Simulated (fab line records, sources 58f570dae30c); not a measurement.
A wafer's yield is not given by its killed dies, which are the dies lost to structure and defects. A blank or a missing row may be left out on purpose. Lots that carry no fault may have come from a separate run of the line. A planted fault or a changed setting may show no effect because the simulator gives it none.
Split-lot study | flow berkeley cmos170 | on a route of 331 steps: 5 lots, 23 wafers read

THE SPLIT
At UCB170_NSD_EXPOSE_03 (exposes mask NSELECT MOD, target cd 1200 nm), the setting dose mj was moved away from the recipe's 30 on 7 of the 23 wafers read, by -6.3% to +5.0%. This setting was run at the recipe's value on the other wafers.

FROM THE SPLIT TO THE READING: what the file shows between them, 2 steps
- UCB170_NSD_PEB_04
- UCB170_NSD_DEVELOP_05: develop time 45 s

THE READING
Shown in nm: cd nm at UCB170_NSD_CD_MEAS_06, with target cd 1200 nm. A value of 1199.7 nm with a standard deviation of 1.5 nm is what fault-free wafers of this fab line usually give.

wafer  | tool, chamber at the split | dose mj as run | against the recipe | cd nm, nm | against lot-mates on the recipe
L074.1 | krf scanner-01, 0          | 30             | recipe             | 1200.2    | -
L074.2 | krf scanner-01, 0          | 30             | recipe             | 1198.5    | -
L074.3 | krf scanner-01, 0          | 30             | recipe             | 1199.9    | -
L074.4 | krf scanner-01, 0          | 30             | recipe             | 1202.2    | -
L074.5 | krf scanner-01, 0          | 30             | recipe             | 1200.2    | -
L075.3 | krf scanner-02, 0          | 30             | recipe             | 1200.3    | -
L075.4 | krf scanner-02, 0          | 30             | recipe             | 1199.2    | -
L075.6 | krf scanner-02, 0          | 30             | recipe             | 1200.2    | -
L081.1 | krf scanner-01, 0          | 30             | recipe             | 1200.0    | -
L081.2 | krf scanner-01, 0          | 28.11          | -6.3%              | 1187.8    | -12.2
L081.3 | krf scanner-01, 0          | 30             | recipe             | 1200.7    | -
L081.4 | krf scanner-01, 0          | 30             | recipe             | 1199.3    | -
L081.6 | krf scanner-01, 0          | 28.11          | -6.3%              | 1187.6    | -12.4
L080.1 | krf scanner-01, 0          | 30             | recipe             | 1197.4    | -
L080.3 | krf scanner-01, 0          | 31.51          | +5.0%              | 1204.9    | +7.3
L080.4 | krf scanner-01, 0          | 31.51          | +5.0%              | 1206.4    | +8.8
L080.5 | krf scanner-01, 0          | 30             | recipe             | 1197.8    | -
L080.6 | krf scanner-01, 0          | 31.51          | +5.0%              | 1205.2    | +7.6
L083.1 | krf scanner-01, 0          | 31.11          | +3.7%              | 1204.6    | +5.4
L083.2 | krf scanner-01, 0          | 30             | recipe             | 1200.7    | -
L083.4 | krf scanner-01, 0          | 30             | recipe             | 1198.2    | -
L083.5 | krf scanner-01, 0          | 31.11          | +3.7%              | 1204.6    | +5.4
L083.6 | krf scanner-01, 0          | 30             | recipe             | 1198.8    | -

THE FIT
A straight line over all 23 wafers: cd nm changes by +1.54 nm for each +1% of dose mj; r = +0.96; the points scatter about the line by 1.4 nm.
The same after taking each lot's own level away (the mean of its wafers on the recipe; 23 wafers): +1.74 nm for each +1%; r = +0.98; scatter 0.96 nm.
According to that fit, moving dose mj by its largest amount changes the reading by 11 nm.
Measured against the standard deviation above, the lots' own levels, which go from 1197.60 to 1200.20 nm, span 1.7 times it.
So the slope is not independent of the lot-to-lot level: the two fits are not the same.
Check: for one of the wafers moved furthest among these (-6.3%), held out of the fit, the line's prediction against its lot-mates is -10.9 nm. Against them it came out at -12.2 nm.

OTHER SPLITS APPLIED TO THESE WAFERS
Note: prior to the reading, these wafers also went through further splits. Each is held against what the fit with the lots' levels taken away leaves over:
other split on the same wafers    | wafers away from the commonest value | r with cd nm (lot level and that fit taken away)
UCB170_GATE_CVD_04 sih4 flow sccm | 18                                   | +0.07
UCB170_GATE_SOFTBAKE_08 temp c    | 7                                    | +0.20
UCB170_PSD_EXPOSE_03 dose mj      | 10                                   | -0.01

FILE'S OWN FIT
cd nm changes by +1.74 nm for each +1% of dose mj, r = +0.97.
